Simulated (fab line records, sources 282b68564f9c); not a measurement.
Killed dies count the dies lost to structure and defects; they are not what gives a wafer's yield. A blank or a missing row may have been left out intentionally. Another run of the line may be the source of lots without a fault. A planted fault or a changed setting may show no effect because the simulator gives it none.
A struck lot beside a sound one | flow rit-cmos | 15 out of 202 route steps
Sound: these wafers, L817.3, L817.5, L817.6. Struck: wafers L824.2, L824.3, L824.4. Last of all comes the cause.
Order at every step that has rows: each side's tool, ch and its chambers, its first start. Under that, the readings that differ: sound wafers | struck wafers | difference of the means | sigmas: that difference in standard deviations of wafers without a fault.
alike: readings whose means differ by less than 2 such deviations, and words and numbers that are the same on both sides. not compared: withheld readings, readings that some wafer has no value for, bounds like >300 that may hide the same value, and numbers for which the record gives no deviation and whose values overlap.
A row with sigmas, a row that says differs or no value, or rows on one side alone: a step with any of these is where the two part. Non-overlapping numbers with no deviation appear without sigmas and do not part them. A reading missing from all wafers of one side parts the sides only when that side holds two or more wafers.

first, 3 steps without rows for these wafers: RIT_SDANNEAL_CLEAN_00 (cleans in SC1, time 600 s); RIT_SDANNEAL_CLEAN_01 (cleans in dHF, time 30 s); RIT_SDANNEAL_CLEAN_02 (cleans in SC2, time 600 s).
RIT_SDANNEAL_RTA_03: time 5 s.
  sound on rtp-anneal-01 ch 0, day 5 00:17; struck on rtp-anneal-01 ch 0, day 6 08:58
  alike: ramp-up-c-per-s, wafer_temp_C_max
RIT_SDANNEAL_RS_MEAS_04: the measuring method here is four-point-probe.
  sound on film-metro-04 at day 5 00:22; struck on film-metro-01 at day 6 09:05
  alike: PSD_RS
RIT_SDANNEAL_RS_MEAS_05: the measuring method here is four-point-probe.
  sound on film-metro-04 at day 5 00:29; struck on film-metro-01 at day 6 09:12
  alike: NSD_RS
RIT_SDANNEAL_RS_MEAS_06: the measuring method here is four-point-probe.
  sound on film-metro-04 at day 5 00:36; struck on film-metro-01 at day 6 09:19
  alike: PLDD_RS
RIT_SDANNEAL_RS_MEAS_07: the measuring method here is four-point-probe.
  sound on film-metro-04 at day 5 00:43; struck on film-metro-01 at day 6 09:26
  alike: NLDD_RS
then, 1 step without rows for these wafers: RIT_SILICIDE_WET_ETCH_00 (etches SiO2 in BOE, target depth 14 nm, time 15 s).
RIT_SILICIDE_SPUTTER_01: material Ti, target thk 30 nm, time 240 s.
  sound on pvd-sputter-01 at day 5 00:49; struck on pvd-sputter-02 at day 6 09:33
  alike: throttle-valve-pct
RIT_SILICIDE_RS_MEAS_02: the measuring method here is four-point-probe.
  sound on film-metro-02 at day 5 01:00; struck on film-metro-01 at day 6 09:43
  alike: SILICIDE_TI_RS
RIT_SILICIDE_THK_MEAS_03: measures by xrf.
  sound on film-metro-02 at day 5 01:06; struck on film-metro-01 at day 6 09:50
  alike: SILICIDE_TI_THK
RIT_SILICIDE_RTA_04: time 10 s, ramp up 5 s, ramp down 5 s.
  sound on rtp-anneal-01 ch 0, day 5 01:10; struck on rtp-anneal-02 ch 0, day 6 09:53
  reading          | sound             | struck            | difference | sigmas
  wafer_temp_C_max | 652.8 653.3 653.0 | 647.4 646.9 646.4 | -6.1       | -6
then, 1 step without rows for these wafers: RIT_SILICIDE_WET_ETCH_05 (etches Ti in SPM, time 120 s).
RIT_M1_PROBE_99:
  sound on prober-01 at day 5 08:08; struck on prober-01 at day 6 16:29
  alike: killed-at-front-end, killed-dies, killed-open, killed-short

## WHERE THEY PART
At RIT_SILICIDE_RTA_04 and nowhere else, as far as this record goes. Later steps at which nothing parts them and some readings are alike: RIT_M1_PROBE_99.

WHY: the cause the simulator had injected
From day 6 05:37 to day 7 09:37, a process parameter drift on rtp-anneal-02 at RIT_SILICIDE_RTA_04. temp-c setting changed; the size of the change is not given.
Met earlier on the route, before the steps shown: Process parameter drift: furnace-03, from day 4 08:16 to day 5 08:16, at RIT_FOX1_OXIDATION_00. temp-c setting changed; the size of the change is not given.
